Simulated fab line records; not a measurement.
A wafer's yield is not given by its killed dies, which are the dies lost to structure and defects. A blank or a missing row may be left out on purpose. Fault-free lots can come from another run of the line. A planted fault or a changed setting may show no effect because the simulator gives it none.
Which tool did it? -- flow berkeley_cmos170 -- 42 wafers from 14 lots sampled at 7 of the route's 331 steps

WHAT EACH GAUGE READ, for each wafer
UCB170_ACTIVE_OVL_MEAS_14.
lot,measured,on,ACTIVE_OVL (nm)
L948,day 4 02:05,overlay-02,-3 -5 -6
L949,day 4 02:34,overlay-02,-4 -4 -1
L951,day 4 13:23,overlay-01,7 9 11
L950,day 4 13:40,overlay-02,2 -2 5
L952,day 4 23:30,overlay-02,1 -1 -4
L953,day 4 23:41,overlay-02,7 -2 9
L955,day 5 14:45,overlay-01,1 3 3
L956,day 5 20:25,overlay-01,6 7 3
L957,day 5 20:35,overlay-02,8 2 9
L959,day 6 13:13,overlay-01,1 1 11
L962,day 7 11:29,overlay-01,-3 -5 -1
L967,day 8 23:22,overlay-01,7 2 7
L969,day 9 05:08,overlay-02,5 6 6
L970,day 9 05:32,overlay-02,1 5 5

UCB170_GATE_CD_MEAS_12: the cd target is 350 nm.
lot,measured,on,cd_nm (nm)
L948,day 5 23:38,cd_sem-02,350.3 349.7 350.6
L949,day 5 23:25,cd_sem-01,350.5 350.8 352.0
L951,day 6 12:37,cd_sem-02,351.6 350.2 350.7
L950,day 6 12:56,cd_sem-02,353.0 352.7 352.5
L952,day 7 02:55,cd_sem-02,348.6 348.3 347.5
L953,day 7 03:10,cd_sem-02,350.1 348.9 349.8
L955,day 7 18:04,cd_sem-01,350.1 350.0 350.3
L956,day 8 02:32,cd_sem-02,349.9 348.6 349.5
L957,day 8 02:25,cd_sem-01,348.4 348.1 347.5
L959,day 8 20:28,cd_sem-01,348.4 347.8 348.4
L962,day 9 10:56,cd_sem-02,350.3 350.7 351.2
L967,day 10 09:07,cd_sem-02,350.7 350.9 351.6
L969,day 10 19:04,cd_sem-02,350.5 350.3 351.3
L970,day 10 19:07,cd_sem-01,351.7 350.1 352.1

UCB170_PSD_TW_MEAS_10.
lot,measured,on,PSD_TW
L948,day 6 11:07,film_metro-01,2333 2322 2321
L949,day 6 10:53,film_metro-01,2317 2318 2324
L951,day 7 03:38,film_metro-02,2317 2336 2330
L950,day 7 03:53,film_metro-04,2308 2312 2315
L952,day 7 16:48,film_metro-02,2326 2329 2327
L953,day 7 17:04,film_metro-04,2302 2318 2314
L955,day 8 05:16,film_metro-01,2314 2327 2315
L956,day 8 13:40,film_metro-01,2328 2305 2295
L957,day 8 13:23,film_metro-04,2313 2310 2322
L959,day 9 05:43,film_metro-01,2335 2331 2335
L962,day 10 00:10,film_metro-01,1937 1936 1931
L967,day 10 21:10,film_metro-02,1951 1956 1947
L969,day 11 04:33,film_metro-04,2296 2289 2294
L970,day 11 04:43,film_metro-02,2352 2345 2343

UCB170_NSD_CD_MEAS_06: the cd target is 1200 nm.
lot,measured,on,cd_nm (nm)
L948,day 6 12:32,cd_sem-01,1200.3 1200.3 1198.6
L949,day 6 12:16,cd_sem-02,1199.8 1198.8 1199.4
L951,day 7 04:50,cd_sem-02,1198.9 1198.1 1197.7
L950,day 7 05:22,cd_sem-02,1199.1 1197.3 1199.0
L952,day 7 18:58,cd_sem-02,1200.7 1200.2 1199.0
L953,day 7 19:02,cd_sem-02,1199.7 1201.4 1200.3
L955,day 8 06:38,cd_sem-01,1196.5 1196.2 1197.0
L956,day 8 15:41,cd_sem-02,1200.7 1200.6 1201.4
L957,day 8 14:59,cd_sem-02,1199.1 1199.1 1198.8
L959,day 9 11:39,cd_sem-02,1198.1 1198.2 1200.2
L962,day 10 01:58,cd_sem-02,1201.5 1201.8 1201.7
L967,day 10 23:10,cd_sem-01,1201.0 1201.4 1201.8
L969,day 11 07:08,cd_sem-01,1203.3 1202.2 1201.2
L970,day 11 06:25,cd_sem-01,1199.3 1199.5 1199.3

UCB170_SDANNEAL_RS_MEAS_02: a four-point-probe measurement.
lot,measured,on,PSD_RS (ohm/sq)
L948,day 6 14:26,film_metro-02,75.4 75.5 75.6
L949,day 6 14:26,film_metro-04,75.6 75.8 75.9
L951,day 7 06:44,film_metro-01,75.7 76.1 76.1
L950,day 7 06:57,film_metro-02,75.4 75.0 75.3
L952,day 7 20:43,film_metro-04,75.4 75.9 75.7
L953,day 7 20:44,film_metro-01,75.1 75.4 75.0
L955,day 8 08:26,film_metro-02,74.8 74.7 74.9
L956,day 8 20:40,film_metro-04,75.9 76.1 76.3
L957,day 8 20:10,film_metro-01,75.3 75.1 75.2
L959,day 9 13:34,film_metro-04,75.7 75.6 75.6
L962,day 10 03:32,film_metro-01,113.7 112.5 113.6
L967,day 11 01:02,film_metro-04,115.0 114.8 114.6
L969,day 11 09:08,film_metro-04,75.4 75.4 75.4
L970,day 11 08:08,film_metro-02,75.5 75.7 75.7

EACH LOT AND THE TOOL THAT RAN IT (in order: tool; ch and the chambers of the sampled wafers; start)
lot,UCB170_PSD_IMPLANT_08,UCB170_PSD_STRIP_09
L948,"implanter-03 ch 0, day 6 10:52","plasma_asher-03 ch 0, day 6 11:01"
L949,"implanter-01 ch 0, day 6 10:38","plasma_asher-04 ch 0,1, day 6 10:47"
L951,"implanter-04 ch 0, day 7 03:24","plasma_asher-02 ch 0,1, day 7 03:31"
L950,"implanter-03 ch 0, day 7 03:41","plasma_asher-03 ch 0,1, day 7 03:48"
L952,"implanter-03 ch 0, day 7 16:35","plasma_asher-04 ch 0,1, day 7 16:43"
L953,"implanter-01 ch 0, day 7 16:49","plasma_asher-02 ch 0,1, day 7 16:58"
L955,"implanter-03 ch 0, day 8 05:01","plasma_asher-02 ch 0,1, day 8 05:10"
L956,"implanter-01 ch 0, day 8 13:26","plasma_asher-02 ch 0, day 8 13:33"
L957,"implanter-03 ch 0, day 8 13:08","plasma_asher-02 ch 0,1, day 8 13:17"
L959,"implanter-03 ch 0, day 9 05:28","plasma_asher-04 ch 0,1, day 9 05:37"
L962,"implanter-03 ch 0, day 9 23:55","plasma_asher-02 ch 0,1, day 10 00:04"
L967,"implanter-03 ch 0, day 10 20:58","plasma_asher-02 ch 0,1, day 10 21:04"
L969,"implanter-04 ch 0, day 11 04:18","plasma_asher-02 ch 0,1, day 11 04:27"
L970,"implanter-01 ch 0, day 11 04:28","plasma_asher-04 ch 0,1, day 11 04:37"
- UCB170_PSD_IMPLANT_08
- UCB170_PSD_STRIP_09: strips in O2.

AS READ BY THE TOOLS THEMSELVES (means over the sampled wafers that have a number; for cases with no such wafer, the mark the record gives instead)
UCB170_PSD_IMPLANT_08.
lot,tool,beam_on_s (s),dose_ions_cm2,end_station_pressure_torr (Torr),faraday_current_uA
L948,implanter-03,9.93,3e+15,1.25e-05,9301
L949,implanter-01,10.16,3e+15,1.31e-05,9090
L951,implanter-04,10.15,3e+15,1.31e-05,9137
L950,implanter-03,9.97,3e+15,1.25e-05,9277
L952,implanter-03,9.92,3e+15,1.27e-05,9327
L953,implanter-01,9.80,3e+15,1.28e-05,9460
L955,implanter-03,9.99,3e+15,1.33e-05,9282
L956,implanter-01,10.03,3e+15,1.21e-05,9229
L957,implanter-03,9.99,3e+15,1.18e-05,9246
L959,implanter-03,10.06,3e+15,1.27e-05,9196
L962,implanter-03,10.07,2e+15,8.87e-06,5115
L967,implanter-03,9.89,2e+15,9.30e-06,5208
L969,implanter-04,10.20,3e+15,1.30e-05,9085
L970,implanter-01,10.04,3e+15,1.27e-05,9220

UCB170_PSD_STRIP_09.
lot,tool,drypump_motor_current_A (A),o2_flow_sccm (sccm),oes_product_au (a.u.),strip_time_to_endpoint_s (s)
L948,plasma_asher-03,5.6,400.0,0.601,29.40
L949,plasma_asher-04,5.3,400.3,0.601,29.46
L951,plasma_asher-02,5.8,400.3,0.600,29.29
L950,plasma_asher-03,5.8,399.9,0.596,29.48
L952,plasma_asher-04,5.1,400.6,0.599,29.29
L953,plasma_asher-02,5.8,400.1,0.598,29.48
L955,plasma_asher-02,5.8,399.1,0.593,29.42
L956,plasma_asher-02,5.8,400.1,0.605,29.29
L957,plasma_asher-02,5.8,400.3,0.600,29.41
L959,plasma_asher-04,5.3,400.6,0.602,29.36
L962,plasma_asher-02,5.8,400.1,0.684,23.71
L967,plasma_asher-02,5.8,399.2,0.691,23.61
L969,plasma_asher-02,5.8,398.8,0.600,29.49
L970,plasma_asher-04,5.3,400.6,0.601,29.51

THE ANSWER, worked out from the rows above alone
Rule: usual is defined by the lots themselves. Put in order of their means at a reading, lots are off if they are a third of the lots or fewer, leave a main group of 4 or more, and stand apart from it by a gap of 3 or more times the standard deviation of the main group's means; of several such gaps the widest counts. A main group is skipped when, at the precision printed for the reading in the tables above, its means are all equal. Also off: a lot with no number at a reading for which 4 or more lots have one. Where the step has rows for the other lots, those lots are counted as sound. The gauges are gone through in route order, then the tools' own readings, and for those a lot's mean is taken as printed above. The first step at which some lot is off is used, and at that step the reading that is off furthest; a lot without a number counts as furthest.
Off: L962, L967, seen at UCB170_PSD_TW_MEAS_10 (PSD_TW). For the main group the mean is 2320 and the standard deviation 13.
If a tool, at a process step before that reading, ran all the lots that are off and no sound lot after the first of them, it fits. Not tried: the gauges at UCB170_PSD_TW_MEAS_10; whatever is off there is also off at UCB170_PSD_IMPLANT_08, on other tools, and gauge error can't account for it. One fits: implanter-03 at UCB170_PSD_IMPLANT_08. Its last sound lot is L959 (day 9 05:28), its first lot that is off L962 (day 9 23:55): a fault that began between those two fits.
The tool's own readings at UCB170_PSD_IMPLANT_08 bear it out: on the lots that are off they differ by more than 5 times the standard deviation of the sound lots' means. dose_ions_cm2 reads 2e+15 there against 3e+15 on the sound lots; end_station_pressure_torr reads 9.09e-06 Torr there against 1.27e-05 Torr on the sound lots; faraday_current_uA reads 5162 there against 9238 on the sound lots.

WHAT THE SIMULATOR HAD INSERTED
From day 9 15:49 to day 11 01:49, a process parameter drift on implanter-03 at UCB170_PSD_IMPLANT_08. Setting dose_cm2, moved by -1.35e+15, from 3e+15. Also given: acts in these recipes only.
Struck lots among those shown: L962, L967. The rule above found the same.
